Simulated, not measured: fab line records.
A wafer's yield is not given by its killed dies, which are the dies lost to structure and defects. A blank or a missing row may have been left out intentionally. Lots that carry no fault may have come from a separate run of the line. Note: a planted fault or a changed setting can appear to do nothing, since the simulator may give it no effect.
Which tool is to blame? / flow berkeley cmos170 / 24 lots with 72 wafers sampled at 5 steps, on a route of 331 steps

WHAT THE GAUGES READ, wafer by wafer
UCB170_FIELD_THK_MEAS_91.
lot=L074; measured=day 6 13:51; on=film metro-02; FIELD_OXIDE_LEFT_2_THK (nm)=343 338 342
lot=L076; measured=day 7 11:14; on=film metro-04; FIELD_OXIDE_LEFT_2_THK (nm)=362 357 360
lot=L077; measured=day 7 11:21; on=film metro-02; FIELD_OXIDE_LEFT_2_THK (nm)=340 343 347
lot=L075; measured=day 7 11:25; on=film metro-04; FIELD_OXIDE_LEFT_2_THK (nm)=370 353 366
lot=L078; measured=day 7 20:55; on=film metro-04; FIELD_OXIDE_LEFT_2_THK (nm)=343 346 355
lot=L079; measured=day 7 22:04; on=film metro-02; FIELD_OXIDE_LEFT_2_THK (nm)=358 367 358
lot=L081; measured=day 8 06:24; on=film metro-02; FIELD_OXIDE_LEFT_2_THK (nm)=357 351 347
lot=L080; measured=day 8 06:28; on=film metro-04; FIELD_OXIDE_LEFT_2_THK (nm)=359 355 353
lot=L082; measured=day 8 15:56; on=film metro-01; FIELD_OXIDE_LEFT_2_THK (nm)=344 346 341
lot=L084; measured=day 8 20:29; on=film metro-01; FIELD_OXIDE_LEFT_2_THK (nm)=349 347 360
lot=L083; measured=day 8 21:22; on=film metro-04; FIELD_OXIDE_LEFT_2_THK (nm)=350 353 354
lot=L085; measured=day 9 06:42; on=film metro-02; FIELD_OXIDE_LEFT_2_THK (nm)=328 335 334
lot=L086; measured=day 9 06:57; on=film metro-02; FIELD_OXIDE_LEFT_2_THK (nm)=353 361 364
lot=L087; measured=day 9 23:02; on=film metro-01; FIELD_OXIDE_LEFT_2_THK (nm)=341 351 351
lot=L088; measured=day 9 23:19; on=film metro-01; FIELD_OXIDE_LEFT_2_THK (nm)=344 345 339
lot=L089; measured=day 10 08:47; on=film metro-01; FIELD_OXIDE_LEFT_2_THK (nm)=339 347 344
lot=L090; measured=day 10 09:04; on=film metro-04; FIELD_OXIDE_LEFT_2_THK (nm)=347 345 342
lot=L093; measured=day 10 17:16; on=film metro-02; FIELD_OXIDE_LEFT_2_THK (nm)=364 348 360
lot=L092; measured=day 10 17:41; on=film metro-01; FIELD_OXIDE_LEFT_2_THK (nm)=348 351 347
lot=L091; measured=day 10 20:59; on=film metro-01; FIELD_OXIDE_LEFT_2_THK (nm)=361 348 352
lot=L094; measured=day 11 05:10; on=film metro-04; FIELD_OXIDE_LEFT_2_THK (nm)=359 360 355
lot=L095; measured=day 11 05:11; on=film metro-01; FIELD_OXIDE_LEFT_2_THK (nm)=354 363 351
lot=L096; measured=day 11 16:01; on=film metro-01; FIELD_OXIDE_LEFT_2_THK (nm)=348 337 346
lot=L097; measured=day 11 16:31; on=film metro-01; FIELD_OXIDE_LEFT_2_THK (nm)=350 348 342

UCB170_V1_BOW_MEAS_03.
lot=L074; measured=day 8 09:02; on=film metro-03; V1_BOW (um)=29 24 21
lot=L076; measured=day 9 10:31; on=film metro-03; V1_BOW (um)=18 20 11
lot=L077; measured=day 9 07:17; on=film metro-04; V1_BOW (um)=17 19 20
lot=L075; measured=day 9 09:11; on=film metro-03; V1_BOW (um)=23 30 26
lot=L078; measured=day 9 19:20; on=film metro-01; V1_BOW (um)=11 19 19
lot=L079; measured=day 9 22:00; on=film metro-04; V1_BOW (um)=26 14 26
lot=L081; measured=day 9 22:00; on=film metro-03; V1_BOW (um)=18 26 22
lot=L080; measured=day 9 20:37; on=film metro-04; V1_BOW (um)=17 13 16
lot=L082; measured=day 10 16:42; on=film metro-04; V1_BOW (um)=17 27 19
lot=L084; measured=day 10 20:11; on=film metro-01; V1_BOW (um)=7 32 22
lot=L083; measured=day 10 19:55; on=film metro-04; V1_BOW (um)=11 22 15
lot=L085; measured=day 10 18:37; on=film metro-04; V1_BOW (um)=24 13 10
lot=L086; measured=day 10 21:14; on=film metro-04; V1_BOW (um)=20 22 12
lot=L087; measured=day 11 18:56; on=film metro-01; V1_BOW (um)=17 16 21
lot=L088; measured=day 11 20:11; on=film metro-01; V1_BOW (um)=15 15 20
lot=L089; measured=day 12 03:23; on=film metro-04; V1_BOW (um)=23 28 18
lot=L090; measured=day 12 04:41; on=film metro-04; V1_BOW (um)=9 34 23
lot=L093; measured=day 12 12:40; on=film metro-03; V1_BOW (um)=21 19 8
lot=L092; measured=day 12 11:20; on=film metro-03; V1_BOW (um)=14 25 12
lot=L091; measured=day 12 14:59; on=film metro-04; V1_BOW (um)=27 18 21
lot=L094; measured=day 13 01:19; on=film metro-01; V1_BOW (um)=21 5 6
lot=L095; measured=day 12 23:59; on=film metro-01; V1_BOW (um)=17 25 11
lot=L096; measured=day 13 13:29; on=film metro-04; V1_BOW (um)=32 19 17
lot=L097; measured=day 13 17:19; on=film metro-03; V1_BOW (um)=26 22 21

UCB170_V2_OVL_MEAS_13.
lot=L074; measured=day 8 18:22; on=overlay-02; V2_OVL (nm)=1 4 -11
lot=L076; measured=day 9 17:49; on=overlay-01; V2_OVL (nm)=2 3 -1
lot=L077; measured=day 9 13:42; on=overlay-01; V2_OVL (nm)=6 1 6
lot=L075; measured=day 9 15:56; on=overlay-01; V2_OVL (nm)=-1 7 1
lot=L078; measured=day 10 05:48; on=overlay-02; V2_OVL (nm)=0 -2 1
lot=L079; measured=day 10 08:40; on=overlay-01; V2_OVL (nm)=4 5 9
lot=L081; measured=day 10 08:34; on=overlay-01; V2_OVL (nm)=14 9 9
lot=L080; measured=day 10 08:45; on=overlay-02; V2_OVL (nm)=-9 2 -4
lot=L082; measured=day 11 01:53; on=overlay-02; V2_OVL (nm)=4 -3 1
lot=L084; measured=day 11 04:34; on=overlay-01; V2_OVL (nm)=8 -1 5
lot=L083; measured=day 11 04:01; on=overlay-02; V2_OVL (nm)=0 3 7
lot=L085; measured=day 11 02:44; on=overlay-02; V2_OVL (nm)=2 3 -4
lot=L086; measured=day 11 05:15; on=overlay-01; V2_OVL (nm)=1 0 -4
lot=L087; measured=day 12 04:12; on=overlay-01; V2_OVL (nm)=0 -2 1
lot=L088; measured=day 12 04:26; on=overlay-02; V2_OVL (nm)=-4 -1 0
lot=L089; measured=day 12 11:41; on=overlay-02; V2_OVL (nm)=-4 -1 3
lot=L090; measured=day 12 12:30; on=overlay-01; V2_OVL (nm)=0 -1 -9
lot=L093; measured=day 12 19:22; on=overlay-01; V2_OVL (nm)=8 11 8
lot=L092; measured=day 12 17:50; on=overlay-01; V2_OVL (nm)=-5 -1 6
lot=L091; measured=day 13 01:05; on=overlay-01; V2_OVL (nm)=2 -10 5
lot=L094; measured=day 13 09:13; on=overlay-02; V2_OVL (nm)=2 9 -8
lot=L095; measured=day 13 08:55; on=overlay-01; V2_OVL (nm)=-1 3 0
lot=L096; measured=day 13 21:12; on=overlay-01; V2_OVL (nm)=2 3 3
lot=L097; measured=day 14 02:03; on=overlay-01; V2_OVL (nm)=-1 2 3

EACH LOT AND THE TOOL THAT RAN IT (in order: tool; ch and the chambers of the sampled wafers; start)
lot=L074; UCB170_V1_ETCH_14=rie diel-02 ch 0,1,3, day 8 10:34; UCB170_V2_CVD_00=pecvd-01 ch 0,1,2, day 8 14:05
lot=L076; UCB170_V1_ETCH_14=rie diel-02 ch 1,2,3, day 9 11:53; UCB170_V2_CVD_00=pecvd-02 ch 0,1,2, day 9 15:18
lot=L077; UCB170_V1_ETCH_14=rie diel-01 ch 0,2,3, day 9 08:39; UCB170_V2_CVD_00=pecvd-04 ch 0,1, day 9 11:41
lot=L075; UCB170_V1_ETCH_14=rie diel-02 ch 1,2, day 9 10:40; UCB170_V2_CVD_00=pecvd-01 ch 0,2, day 9 13:35
lot=L078; UCB170_V1_ETCH_14=rie diel-02 ch 1,2, day 9 22:50; UCB170_V2_CVD_00=pecvd-02 ch 0,1,2, day 10 01:52
lot=L079; UCB170_V1_ETCH_14=rie diel-01 ch 2,3, day 9 23:38; UCB170_V2_CVD_00=pecvd-04 ch 1,2, day 10 06:16
lot=L081; UCB170_V1_ETCH_14=rie diel-02 ch 1,3, day 9 23:45; UCB170_V2_CVD_00=pecvd-01 ch 0,1, day 10 06:01
lot=L080; UCB170_V1_ETCH_14=rie diel-03 ch 2,3, day 9 23:31; UCB170_V2_CVD_00=pecvd-02 ch 0,2, day 10 06:23
lot=L082; UCB170_V1_ETCH_14=rie diel-01 ch 0,2,3, day 10 18:14; UCB170_V2_CVD_00=pecvd-01 ch 0,1,2, day 10 23:27
lot=L084; UCB170_V1_ETCH_14=rie diel-02 ch 0,1, day 10 22:39; UCB170_V2_CVD_00=pecvd-01 ch 0,1,2, day 11 01:46
lot=L083; UCB170_V1_ETCH_14=rie diel-03 ch 0,1,3, day 10 21:46; UCB170_V2_CVD_00=pecvd-02 ch 0,2, day 11 01:21
lot=L085; UCB170_V1_ETCH_14=rie diel-02 ch 2,3, day 10 21:10; UCB170_V2_CVD_00=pecvd-04 ch 0,1,2, day 11 00:46
lot=L086; UCB170_V1_ETCH_14=rie diel-01 ch 1,2,3, day 10 23:22; UCB170_V2_CVD_00=pecvd-04 ch 0,2, day 11 02:36
lot=L087; UCB170_V1_ETCH_14=rie diel-03 ch 0,2,3, day 11 21:52; UCB170_V2_CVD_00=pecvd-04 ch 0,1, day 12 02:08
lot=L088; UCB170_V1_ETCH_14=rie diel-01 ch 0,2,3, day 11 22:14; UCB170_V2_CVD_00=pecvd-02 ch 0, day 12 02:14
lot=L089; UCB170_V1_ETCH_14=rie diel-02 ch 0,3, day 12 05:52; UCB170_V2_CVD_00=pecvd-04 ch 1,2, day 12 09:20
lot=L090; UCB170_V1_ETCH_14=rie diel-03 ch 0,2,3, day 12 06:17; UCB170_V2_CVD_00=pecvd-02 ch 0,1,2, day 12 09:52
lot=L093; UCB170_V1_ETCH_14=rie diel-02 ch 0,2,3, day 12 14:09; UCB170_V2_CVD_00=pecvd-02 ch 0,1,2, day 12 17:15
lot=L092; UCB170_V1_ETCH_14=rie diel-03 ch 1,2,3, day 12 13:05; UCB170_V2_CVD_00=pecvd-04 ch 1,2, day 12 16:00
lot=L091; UCB170_V1_ETCH_14=rie diel-03 ch 1,2,3, day 12 19:00; UCB170_V2_CVD_00=pecvd-01 ch 1,2, day 12 22:44
lot=L094; UCB170_V1_ETCH_14=rie diel-03 ch 1,2,3, day 13 03:41; UCB170_V2_CVD_00=pecvd-02 ch 0,2, day 13 07:21
lot=L095; UCB170_V1_ETCH_14=rie diel-01 ch 0,1, day 13 03:24; UCB170_V2_CVD_00=pecvd-01 ch 0,2, day 13 06:53
lot=L096; UCB170_V1_ETCH_14=rie diel-01 ch 0,1,2, day 13 14:48; UCB170_V2_CVD_00=pecvd-04 ch 0,2, day 13 18:14
lot=L097; UCB170_V1_ETCH_14=rie diel-03 ch 0,3, day 13 19:11; UCB170_V2_CVD_00=pecvd-01 ch 0,1,2, day 13 23:22
- UCB170_V1_ETCH_14: etches SiO2 in CHF3/CF4/Ar, stops on Al, target depth 1250 nm, time 291 s.
- UCB170_V2_CVD_00: deposits SiO2 from TEOS/O2, target thk 2000 nm, time 250 s.

WHAT THE TOOLS THEMSELVES READ (means of the sampled wafers that have a number; where no wafer has one, the mark that the record gives instead)
UCB170_V1_ETCH_14.
lot=L074; tool=rie diel-02; CHF3_flow_sccm (sccm)=44.93; drypump motor current A (A)=6.0; oes product au (a.u.)=0.893; throttle valve pct (%)=6.92
lot=L076; tool=rie diel-02; CHF3_flow_sccm (sccm)=44.99; drypump motor current A (A)=5.5; oes product au (a.u.)=0.892; throttle valve pct (%)=6.93
lot=L077; tool=rie diel-01; CHF3_flow_sccm (sccm)=45.07; drypump motor current A (A)=5.5; oes product au (a.u.)=0.867; throttle valve pct (%)=7.03
lot=L075; tool=rie diel-02; CHF3_flow_sccm (sccm)=44.85; drypump motor current A (A)=5.8; oes product au (a.u.)=0.889; throttle valve pct (%)=6.90
lot=L078; tool=rie diel-02; CHF3_flow_sccm (sccm)=45.04; drypump motor current A (A)=5.8; oes product au (a.u.)=0.886; throttle valve pct (%)=6.90
lot=L079; tool=rie diel-01; CHF3_flow_sccm (sccm)=44.99; drypump motor current A (A)=5.2; oes product au (a.u.)=0.860; throttle valve pct (%)=7.03
lot=L081; tool=rie diel-02; CHF3_flow_sccm (sccm)=45.03; drypump motor current A (A)=6.1; oes product au (a.u.)=0.891; throttle valve pct (%)=7.00
lot=L080; tool=rie diel-03; CHF3_flow_sccm (sccm)=45.04; drypump motor current A (A)=6.4; oes product au (a.u.)=0.876; throttle valve pct (%)=6.88
lot=L082; tool=rie diel-01; CHF3_flow_sccm (sccm)=45.01; drypump motor current A (A)=5.5; oes product au (a.u.)=0.870; throttle valve pct (%)=7.02
lot=L084; tool=rie diel-02; CHF3_flow_sccm (sccm)=44.87; drypump motor current A (A)=6.2; oes product au (a.u.)=0.888; throttle valve pct (%)=6.89
lot=L083; tool=rie diel-03; CHF3_flow_sccm (sccm)=44.97; drypump motor current A (A)=6.3; oes product au (a.u.)=0.870; throttle valve pct (%)=6.92
lot=L085; tool=rie diel-02; CHF3_flow_sccm (sccm)=44.96; drypump motor current A (A)=5.0; oes product au (a.u.)=0.902; throttle valve pct (%)=6.87
lot=L086; tool=rie diel-01; CHF3_flow_sccm (sccm)=44.95; drypump motor current A (A)=5.3; oes product au (a.u.)=0.866; throttle valve pct (%)=7.02
lot=L087; tool=rie diel-03; CHF3_flow_sccm (sccm)=44.95; drypump motor current A (A)=6.4; oes product au (a.u.)=0.872; throttle valve pct (%)=6.97
lot=L088; tool=rie diel-01; CHF3_flow_sccm (sccm)=44.99; drypump motor current A (A)=5.5; oes product au (a.u.)=0.867; throttle valve pct (%)=7.02
lot=L089; tool=rie diel-02; CHF3_flow_sccm (sccm)=44.93; drypump motor current A (A)=6.0; oes product au (a.u.)=0.903; throttle valve pct (%)=6.85
lot=L090; tool=rie diel-03; CHF3_flow_sccm (sccm)=45.11; drypump motor current A (A)=6.4; oes product au (a.u.)=0.876; throttle valve pct (%)=6.97
lot=L093; tool=rie diel-02; CHF3_flow_sccm (sccm)=44.82; drypump motor current A (A)=5.5; oes product au (a.u.)=0.898; throttle valve pct (%)=6.86
lot=L092; tool=rie diel-03; CHF3_flow_sccm (sccm)=44.90; drypump motor current A (A)=6.3; oes product au (a.u.)=0.879; throttle valve pct (%)=6.86
lot=L091; tool=rie diel-03; CHF3_flow_sccm (sccm)=45.14; drypump motor current A (A)=6.3; oes product au (a.u.)=0.880; throttle valve pct (%)=6.86
lot=L094; tool=rie diel-03; CHF3_flow_sccm (sccm)=44.98; drypump motor current A (A)=6.3; oes product au (a.u.)=0.882; throttle valve pct (%)=6.84
lot=L095; tool=rie diel-01; CHF3_flow_sccm (sccm)=45.08; drypump motor current A (A)=5.8; oes product au (a.u.)=0.873; throttle valve pct (%)=7.01
lot=L096; tool=rie diel-01; CHF3_flow_sccm (sccm)=44.90; drypump motor current A (A)=5.4; oes product au (a.u.)=0.881; throttle valve pct (%)=7.02
lot=L097; tool=rie diel-03; CHF3_flow_sccm (sccm)=45.08; drypump motor current A (A)=6.3; oes product au (a.u.)=0.861; throttle valve pct (%)=6.96

UCB170_V2_CVD_00.
lot=L074; tool=pecvd-01; heater power w (W)=255
lot=L076; tool=pecvd-02; heater power w (W)=277
lot=L077; tool=pecvd-04; heater power w (W)=295
lot=L075; tool=pecvd-01; heater power w (W)=258
lot=L078; tool=pecvd-02; heater power w (W)=285
lot=L079; tool=pecvd-04; heater power w (W)=249
lot=L081; tool=pecvd-01; heater power w (W)=231
lot=L080; tool=pecvd-02; heater power w (W)=252
lot=L082; tool=pecvd-01; heater power w (W)=238
lot=L084; tool=pecvd-01; heater power w (W)=256
lot=L083; tool=pecvd-02; heater power w (W)=268
lot=L085; tool=pecvd-04; heater power w (W)=251
lot=L086; tool=pecvd-04; heater power w (W)=162
lot=L087; tool=pecvd-04; heater power w (W)=266
lot=L088; tool=pecvd-02; heater power w (W)=244
lot=L089; tool=pecvd-04; heater power w (W)=234
lot=L090; tool=pecvd-02; heater power w (W)=272
lot=L093; tool=pecvd-02; heater power w (W)=296
lot=L092; tool=pecvd-04; heater power w (W)=220
lot=L091; tool=pecvd-01; heater power w (W)=250
lot=L094; tool=pecvd-02; heater power w (W)=255
lot=L095; tool=pecvd-01; heater power w (W)=255
lot=L096; tool=pecvd-04; heater power w (W)=164
lot=L097; tool=pecvd-01; heater power w (W)=235

THE ANSWER, worked out from the rows above alone
Rule: what is usual is taken from the lots themselves. Put in order of their means at a reading, lots are off if they are a third of the lots or fewer, leave a main group of 4 or more, and stand apart from it by a gap of 3 or more times the standard deviation of the main group's means; of several such gaps the widest counts. The tables above print the reading to a certain number of digits; a main group whose means all agree to those digits is not used. Also off: a lot with no number at a reading for which 4 or more lots have one. Where the step has rows for the other lots, those lots are counted as sound. First the gauges in route order, then the tools' own readings, where a lot's mean is used as printed above. The first step at which some lot is off is used, and at that step the reading that is off furthest; a lot without a number counts as furthest.
None of the lots is off at any reading shown; this tells nothing.

WHAT HAD BEEN PUT IN BY THE SIMULATOR
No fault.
